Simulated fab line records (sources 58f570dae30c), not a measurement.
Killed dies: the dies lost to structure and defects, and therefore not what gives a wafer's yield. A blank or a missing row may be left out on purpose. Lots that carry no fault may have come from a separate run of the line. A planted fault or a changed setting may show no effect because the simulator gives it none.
fab line records + flow berkeley-cmos170
[record]
- lots = 5
- wafers = 15
- last-day = 11
route steps=331 shown NLDD@164 SPACER@171 PSD@175
lots that met no fault: taken from a fault-free run of the same line
start-h: the number of hours between the record's first day and the start of the first shown wafer of the lot + wait-h: hours since the lot's step before + " unchanged from the row above + L1.1+2: several wafers, shown together as one row + - value missing, or start not given + * or withheld: withheld + < > ~ a bound
route shown NAME@n: NAME is a module with steps in the file, n the number in the route of the first one + usual: mean/standard deviation taken from wafers without a fault + same: alike in all rows + chamber/n: place in a boat + sites: readings site by site + _std_site: how widely they spread, as a standard deviation + _edge_site: the outer-site mean with the inner-site mean subtracted + radius-mm: how far each site lies from the wafer's centre + mask NAME#n: copy n + behind: tool/chamber where the wafer was last shaped + hold: reason for holding the lot/hours on hold/outcome of the hold + device: the transistor (n, p or np) that didn't switch + end of line: at the end of the route, the tests of the same wafers + a step without rows: its recipe alone + killed: at the first sort, the dies lost to defects and structure; wafer yield is something else + map: shows each die of a wafer: x if killed, . if not, _ if none is there
set.NAME: setting as actually run; set.NAME@STEP: the setting as run at that earlier step + model.NAME: the simulator's own value behind a step, which no gauge read
lots at some steps of the route; a table a step, a row a wafer
services: a tool's chamber out of use, with start hour (start-h, from the record's first day; less than 0 if before it), hours out, and reason
[[steps]]
[step UCB170_NLDD_CD_MEAS_06]
[recipe]
- target-cd-nm = 1200
[usual]
- cd-nm = 1200.1/1.4
| lot.wafer | tool      | chamber | start-h | wait-h | cd-nm  |
|-----------|-----------|---------|---------|--------|--------|
| L080.1    | cd-sem-01 | -       | 150.75  | -      | 1201.0 |
| L080.2    | "         | -       | "       | "      | 1200.4 |
| L080.5    | "         | -       | "       | "      | 1200.4 |
| L084.1    | cd-sem-02 | -       | 176.59  | -      | 1201.6 |
| L084.2    | "         | -       | "       | "      | 1201.5 |
| L084.6    | "         | -       | "       | "      | 1202.3 |
| L088.1    | cd-sem-02 | -       | 190.17  | -      | 1200.8 |
| L088.2    | "         | -       | "       | "      | 1202.2 |
| L088.5    | "         | -       | "       | "      | 1201.8 |
| L091.2    | cd-sem-01 | -       | 219.20  | -      | 1200.0 |
| L091.5    | "         | -       | "       | "      | 1198.6 |
| L091.6    | "         | -       | "       | "      | 1200.4 |
| L097.1    | cd-sem-01 | -       | 231.43  | -      | 1198.7 |
| L097.4    | "         | -       | "       | "      | 1198.1 |
| L097.5    | "         | -       | "       | "      | 1196.9 |
[step UCB170_NLDD_OVL_MEAS_07]
[usual]
- NLDD_OVL = 0/6.3
| lot.wafer | tool       | chamber | start-h | wait-h | NLDD_OVL[nm] |
|-----------|------------|---------|---------|--------|--------------|
| L080.1    | overlay-02 | -       | 150.87  | 0.1    | -10          |
| L080.2    | "          | -       | "       | "      | -8           |
| L080.5    | "          | -       | "       | "      | -6           |
| L084.1    | overlay-01 | -       | 176.71  | 0.1    | 0            |
| L084.2    | "          | -       | "       | "      | -5           |
| L084.6    | "          | -       | "       | "      | -9           |
| L088.1    | overlay-01 | -       | 190.29  | 0.1    | -11          |
| L088.2    | "          | -       | "       | "      | 0            |
| L088.5    | "          | -       | "       | "      | -1           |
| L091.2    | overlay-02 | -       | 219.31  | 0.1    | 6            |
| L091.5    | "          | -       | "       | "      | 14           |
| L091.6    | "          | -       | "       | "      | 2            |
| L097.1    | overlay-01 | -       | 231.55  | 0.1    | -1           |
| L097.4    | "          | -       | "       | "      | -11          |
| L097.5    | "          | -       | "       | "      | 0            |
[step UCB170_NLDD_IMPLANT_08]
[recipe]
- species = As
- dose-cm2 = 5e+13
- energy-kev = 30
- tilt-deg = 7
- rotation-deg = 0
[usual]
- beam-on-s = 9.99/0.21
| lot.wafer | tool         | chamber | start-h | wait-h | beam-on-s |
|-----------|--------------|---------|---------|--------|-----------|
| L080.1    | implanter-04 | 0       | 150.90  | 0.0    | 9.81      |
| L080.2    | "            | 0       | "       | "      | 10.25     |
| L080.5    | "            | 0       | "       | "      | 10.15     |
| L084.1    | implanter-04 | 0       | 176.74  | 0.0    | 9.80      |
| L084.2    | "            | 0       | "       | "      | 9.96      |
| L084.6    | "            | 0       | "       | "      | 10.10     |
| L088.1    | implanter-04 | 0       | 190.32  | 0.0    | 9.73      |
| L088.2    | "            | 0       | "       | "      | 9.96      |
| L088.5    | "            | 0       | "       | "      | 9.83      |
| L091.2    | implanter-01 | 0       | 219.36  | 0.0    | 10.37     |
| L091.5    | "            | 0       | "       | "      | 9.90      |
| L091.6    | "            | 0       | "       | "      | 10.25     |
| L097.1    | implanter-04 | 0       | 231.58  | 0.0    | 9.88      |
| L097.4    | "            | 0       | "       | "      | 10.38     |
| L097.5    | "            | 0       | "       | "      | 10.05     |
[step UCB170_NLDD_IMPLANT_09]
[recipe]
- species = As
- dose-cm2 = 5e+13
- energy-kev = 30
- tilt-deg = 7
- rotation-deg = 180
[usual]
- beam-on-s = 9.99/0.21
| lot.wafer | tool         | chamber | start-h | wait-h | beam-on-s |
|-----------|--------------|---------|---------|--------|-----------|
| L080.1    | implanter-04 | 0       | 151.05  | 0.1    | 10.04     |
| L080.2    | "            | 0       | "       | "      | 9.91      |
| L080.5    | "            | 0       | "       | "      | 9.95      |
| L084.1    | implanter-04 | 0       | 176.89  | 0.1    | 10.05     |
| L084.2    | "            | 0       | "       | "      | 9.76      |
| L084.6    | "            | 0       | "       | "      | 10.05     |
| L088.1    | implanter-04 | 0       | 190.47  | 0.1    | 9.68      |
| L088.2    | "            | 0       | "       | "      | 10.11     |
| L088.5    | "            | 0       | "       | "      | 9.84      |
| L091.2    | implanter-01 | 0       | 219.51  | 0.1    | 10.15     |
| L091.5    | "            | 0       | "       | "      | 9.88      |
| L091.6    | "            | 0       | "       | "      | 10.07     |
| L097.1    | implanter-04 | 0       | 231.73  | 0.1    | 10.20     |
| L097.4    | "            | 0       | "       | "      | 9.53      |
| L097.5    | "            | 0       | "       | "      | 9.92      |
[step UCB170_NLDD_STRIP_10]
[recipe]
- chemistry = O2
- power-w = 400
- pressure-mtorr = 3500
- platen-temp-c = withheld
- o2-flow-sccm = 400
- overash-fraction = 0.5
[usual]
- drypump-motor-current-A = 5.7/0.33
- oes-product-au = 0.735/0.0044
- strip-time-to-endpoint-s = 21.64/0.06
| lot.wafer | tool            | chamber | start-h | wait-h | drypump-motor-current-A | oes-product-au | rf-hours-counter-h | strip-time-to-endpoint-s |
|-----------|-----------------|---------|---------|--------|-------------------------|----------------|--------------------|--------------------------|
| L080.1    | plasma-asher-04 | 0       | 151.20  | 0.1    | 5.9                     | 0.734          | 45                 | 21.58                    |
| L080.2    | "               | 1       | "       | "      | 6.0                     | 0.741          | 45                 | 21.55                    |
| L080.5    | "               | 1       | "       | "      | 6.0                     | 0.729          | -                  | 21.65                    |
| L084.1    | plasma-asher-04 | 0       | 177.04  | 0.1    | 5.9                     | 0.743          | 48                 | 21.61                    |
| L084.2    | "               | 1       | "       | "      | 6.1                     | 0.737          | 48                 | 21.56                    |
| L084.6    | "               | 0       | "       | "      | 5.9                     | 0.728          | -                  | 21.59                    |
| L088.1    | plasma-asher-03 | 1       | 190.62  | 0.1    | 5.5                     | 0.735          | 44                 | 21.70                    |
| L088.2    | "               | 0       | "       | "      | 5.8                     | 0.741          | 44                 | 21.68                    |
| L088.5    | "               | 1       | "       | "      | 5.5                     | 0.733          | -                  | 21.74                    |
| L091.2    | plasma-asher-04 | 0       | 219.64  | 0.1    | 5.9                     | 0.743          | 54                 | 21.61                    |
| L091.5    | "               | 1       | "       | "      | 6.0                     | 0.733          | -                  | 21.75                    |
| L091.6    | "               | 0       | "       | "      | 5.9                     | 0.738          | -                  | 21.67                    |
| L097.1    | plasma-asher-01 | 1       | 231.88  | 0.1    | 5.6                     | 0.733          | 10                 | 21.76                    |
| L097.4    | "               | 0       | "       | "      | 5.0                     | 0.734          | -                  | 21.66                    |
| L097.5    | "               | 0       | "       | "      | 5.0                     | 0.736          | -                  | 21.64                    |
[step UCB170_NLDD_TW_MEAS_11]
[usual]
- NLDD_TW = 2222/36
| lot.wafer | tool          | chamber | start-h | wait-h | NLDD_TW |
|-----------|---------------|---------|---------|--------|---------|
| L080.1    | film-metro-02 | -       | 151.30  | 0.1    | 2262    |
| L080.2    | "             | -       | "       | "      | 2258    |
| L080.5    | "             | -       | "       | "      | 2259    |
| L084.1    | film-metro-03 | -       | 177.14  | 0.1    | 2186    |
| L084.2    | "             | -       | "       | "      | 2202    |
| L084.6    | "             | -       | "       | "      | 2202    |
| L088.1    | film-metro-03 | -       | 190.72  | 0.1    | 2208    |
| L088.2    | "             | -       | "       | "      | 2208    |
| L088.5    | "             | -       | "       | "      | 2194    |
| L091.2    | film-metro-01 | -       | 219.75  | 0.1    | 2175    |
| L091.5    | "             | -       | "       | "      | 2186    |
| L091.6    | "             | -       | "       | "      | 2176    |
| L097.1    | film-metro-01 | -       | 231.98  | 0.1    | 2191    |
| L097.4    | "             | -       | "       | "      | 2187    |
| L097.5    | "             | -       | "       | "      | 2186    |
[step UCB170_NLDD_CLEAN_12]
[recipe]
- chemistry = SPM
- temp-c = 120
- time-s = 600
| lot.wafer  | tool         | chamber | start-h | wait-h |
|------------|--------------|---------|---------|--------|
| L080.1+2+5 | wet-bench-02 | 3       | 151.36  | 0.1    |
| L084.1+2+6 | wet-bench-02 | 0       | 177.20  | 0.1    |
| L088.1+2+5 | wet-bench-03 | 1       | 193.19  | 2.5    |
| L091.2+5+6 | wet-bench-03 | 3       | 220.31  | 0.6    |
| L097.1+4+5 | wet-bench-02 | 2       | 232.04  | 0.1    |
[step UCB170_SPACER_CVD_00]
[recipe]
- material = SiO2
- target-thk-nm = 376
- temp-c = 390
- precursor = TEOS/O2
- time-s = 47
- rf-w = 550
- pressure-mtorr = 9000
[usual]
- heater-power-w = 273/41
| lot.wafer | tool     | chamber | start-h | wait-h | heater-power-w |
|-----------|----------|---------|---------|--------|----------------|
| L080.1    | pecvd-03 | 0       | 151.54  | 0.0    | 272            |
| L080.2    | "        | 2       | "       | "      | 357            |
| L080.5    | "        | 0       | "       | "      | 285            |
| L084.1    | pecvd-03 | 1       | 177.39  | 0.0    | 258            |
| L084.2    | "        | 0       | "       | "      | 279            |
| L084.6    | "        | 2       | "       | "      | 267            |
| L088.1    | pecvd-02 | 0       | 193.37  | 0.0    | 250            |
| L088.2    | "        | 2       | "       | "      | 267            |
| L088.5    | "        | 0       | "       | "      | 260            |
| L091.2    | pecvd-04 | 1       | 220.49  | 0.0    | 301            |
| L091.5    | "        | 2       | "       | "      | 289            |
| L091.6    | "        | 0       | "       | "      | 248            |
| L097.1    | pecvd-02 | 1       | 232.22  | 0.0    | 254            |
| L097.4    | "        | 0       | "       | "      | 199            |
| L097.5    | "        | 2       | "       | "      | 272            |
[step UCB170_SPACER_THK_MEAS_01]
[recipe]
- reads = SiO2_of_SPACER_CVD_00
[usual]
- SPACER_TEOS_THK = 375/5.3
| lot.wafer | tool          | chamber | start-h | wait-h | SPACER_TEOS_THK[nm] |
|-----------|---------------|---------|---------|--------|---------------------|
| L080.1    | film-metro-03 | -       | 151.58  | 0.0    | 373                 |
| L080.2    | "             | -       | "       | "      | 375                 |
| L080.5    | "             | -       | "       | "      | 373                 |
| L084.1    | film-metro-04 | -       | 177.44  | 0.0    | 369                 |
| L084.2    | "             | -       | "       | "      | 373                 |
| L084.6    | "             | -       | "       | "      | 378                 |
| L088.1    | film-metro-03 | -       | 193.42  | 0.0    | 371                 |
| L088.2    | "             | -       | "       | "      | 370                 |
| L088.5    | "             | -       | "       | "      | 376                 |
| L091.2    | film-metro-02 | -       | 220.54  | 0.0    | 379                 |
| L091.5    | "             | -       | "       | "      | 387                 |
| L091.6    | "             | -       | "       | "      | 390                 |
| L097.1    | film-metro-02 | -       | 232.26  | 0.0    | 369                 |
| L097.4    | "             | -       | "       | "      | 375                 |
| L097.5    | "             | -       | "       | "      | 376                 |
[step UCB170_SPACER_ANNEAL_02]
[recipe]
- temp-c = 900
- time-s = 1800
- ambient = N2
| lot.wafer  | tool       | chamber | start-h | wait-h |
|------------|------------|---------|---------|--------|
| L080.1+2+5 | furnace-02 | 0       | 155.66  | 4.1    |
| L084.1+2+6 | furnace-02 | 0       | 181.10  | 3.7    |
| L088.1+2+5 | furnace-03 | 0       | 194.76  | 1.3    |
| L091.2+5+6 | furnace-01 | 0       | 221.36  | 0.8    |
| L097.1+4+5 | furnace-03 | 0       | 236.74  | 4.5    |
[step UCB170_SPACER_ETCHBACK_03]
[recipe]
- stop-on = Si
- target = SiO2
- chemistry = CHF3/CF4/Ar
- CHF3_flow_sccm = 50
- cf4-flow-sccm = 10
- Ar_flow_sccm = 120
- pressure-mtorr = 200
- rf-w = 500
- target-depth-a = 3760
- time-s = 100
[usual]
- drypump-motor-current-A = 6.0/0.5
- oes-product-au = 0.896/0.016
- throttle-valve-pct = 6.46/0.13
| lot.wafer | tool        | chamber | start-h | wait-h | drypump-motor-current-A | oes-product-au | rf-hours-counter-h | throttle-valve-pct |
|-----------|-------------|---------|---------|--------|-------------------------|----------------|--------------------|--------------------|
| L080.1    | rie-diel-01 | 0       | 157.16  | 0.0    | 6.3                     | 0.878          | 22                 | 6.30               |
| L080.2    | "           | 1       | "       | "      | 5.6                     | 0.889          | 110                | 6.43               |
| L080.5    | "           | 1       | "       | "      | 5.6                     | 0.880          | -                  | 6.41               |
| L084.1    | rie-diel-03 | 0       | 182.60  | 0.0    | 5.6                     | 0.883          | 82                 | 6.54               |
| L084.2    | "           | 3       | "       | "      | 6.2                     | 0.891          | 20                 | 6.24               |
| L084.6    | "           | 3       | "       | "      | 6.2                     | 0.895          | -                  | 6.24               |
| L088.1    | rie-diel-02 | 3       | 196.26  | 0.0    | 5.9                     | 0.900          | 75                 | 6.54               |
| L088.2    | "           | 2       | "       | "      | 6.5                     | 0.889          | 108                | 6.47               |
| L088.5    | "           | 3       | "       | "      | 5.9                     | 0.907          | -                  | 6.56               |
| L091.2    | rie-diel-01 | 0       | 222.90  | 0.0    | 6.4                     | 0.882          | 24                 | 6.30               |
| L091.5    | "           | 0       | "       | "      | 6.3                     | 0.890          | -                  | 6.32               |
| L091.6    | "           | 3       | "       | "      | 5.8                     | 0.906          | -                  | 6.45               |
| L097.1    | rie-diel-01 | 1       | 238.24  | 0.0    | 5.6                     | 0.882          | 113                | 6.43               |
| L097.4    | "           | 0       | "       | "      | 6.3                     | 0.870          | 25                 | 6.30               |
| L097.5    | "           | 0       | "       | "      | 6.3                     | 0.890          | -                  | 6.31               |
[step UCB170_PSD_HMDS_00]
[recipe]
- prime-time-s = 60
- prime-temp-c = 100
[usual]
- prime-temp-c = 100.02/0.13
| lot.wafer | tool           | chamber | start-h | wait-h | prime-temp-c |
|-----------|----------------|---------|---------|--------|--------------|
| L080.1    | litho-track-01 | 0       | 157.24  | 0.0    | 100.18       |
| L080.2    | "              | 0       | "       | "      | 100.08       |
| L080.5    | "              | 0       | "       | "      | 100.07       |
| L084.1    | litho-track-04 | 0       | 182.67  | 0.0    | 100.14       |
| L084.2    | "              | 0       | "       | "      | 100.09       |
| L084.6    | "              | 0       | "       | "      | 99.99        |
| L088.1    | litho-track-04 | 0       | 196.34  | 0.0    | 100.01       |
| L088.2    | "              | 0       | "       | "      | 99.96        |
| L088.5    | "              | 0       | "       | "      | 100.17       |
| L091.2    | litho-track-04 | 0       | 223.35  | 0.4    | 100.06       |
| L091.5    | "              | 0       | "       | "      | 100.14       |
| L091.6    | "              | 0       | "       | "      | 100.33       |
| L097.1    | litho-track-01 | 0       | 238.31  | 0.0    | 99.96        |
| L097.4    | "              | 0       | "       | "      | 100.08       |
| L097.5    | "              | 0       | "       | "      | 100.13       |
[step UCB170_PSD_COAT_01]
[recipe]
- resist = KrF
- spin-rpm = 1500
- resist-thk-nm = 900
| lot.wafer  | tool           | chamber | start-h | wait-h |
|------------|----------------|---------|---------|--------|
| L080.1+2+5 | litho-track-01 | 0       | 157.39  | 0.1    |
| L084.1+2+6 | litho-track-04 | 0       | 182.82  | 0.1    |
| L088.1+2+5 | litho-track-04 | 0       | 196.49  | 0.1    |
| L091.2+5+6 | litho-track-04 | 0       | 223.50  | 0.1    |
| L097.1+4+5 | litho-track-01 | 0       | 238.46  | 0.1    |
[step UCB170_PSD_SOFTBAKE_02]
[recipe]
- resist = KrF
- temp-c = 130
- time-s = 60
| lot.wafer  | tool           | chamber | start-h | wait-h |
|------------|----------------|---------|---------|--------|
| L080.1+2+5 | litho-track-01 | 0       | 157.54  | 0.1    |
| L084.1+2+6 | litho-track-04 | 0       | 182.97  | 0.1    |
| L088.1+2+5 | litho-track-04 | 0       | 196.64  | 0.1    |
| L091.2+5+6 | litho-track-04 | 0       | 223.65  | 0.1    |
| L097.1+4+5 | litho-track-01 | 0       | 238.61  | 0.1    |
[[services]]
| tool            | chamber | start-h | hours | kind   |
|-----------------|---------|---------|-------|--------|
| plasma-asher-01 | -       | 130.21  | 9.0   | repair |
| rie-diel-01     | 1       | 135.92  | 4.2   | repair |
| implanter-04    | -       | 142.94  | 0.7   | repair |
| furnace-01      | -       | 164.18  | 3.3   | pm     |
| pecvd-04        | -       | 166.70  | 0.4   | repair |
| furnace-01      | -       | 167.49  | 4.0   | pm     |
| plasma-asher-01 | -       | 178.09  | 28.1  | pm     |
| rie-diel-02     | 0       | 185.16  | 11.5  | repair |
| wet-bench-02    | -       | 204.58  | 16.0  | repair |
| implanter-04    | -       | 210.00  | 3.2   | pm     |
| rie-diel-03     | 3       | 214.78  | 3.2   | repair |
| pecvd-03        | -       | 216.37  | 1.5   | repair |
| pecvd-03        | -       | 221.88  | 0.2   | repair |
| implanter-04    | -       | 222.42  | 3.8   | repair |
| plasma-asher-04 | -       | 224.44  | 0.4   | repair |
| furnace-01      | -       | 225.86  | 11.4  | pm     |
[[key]]
fault none
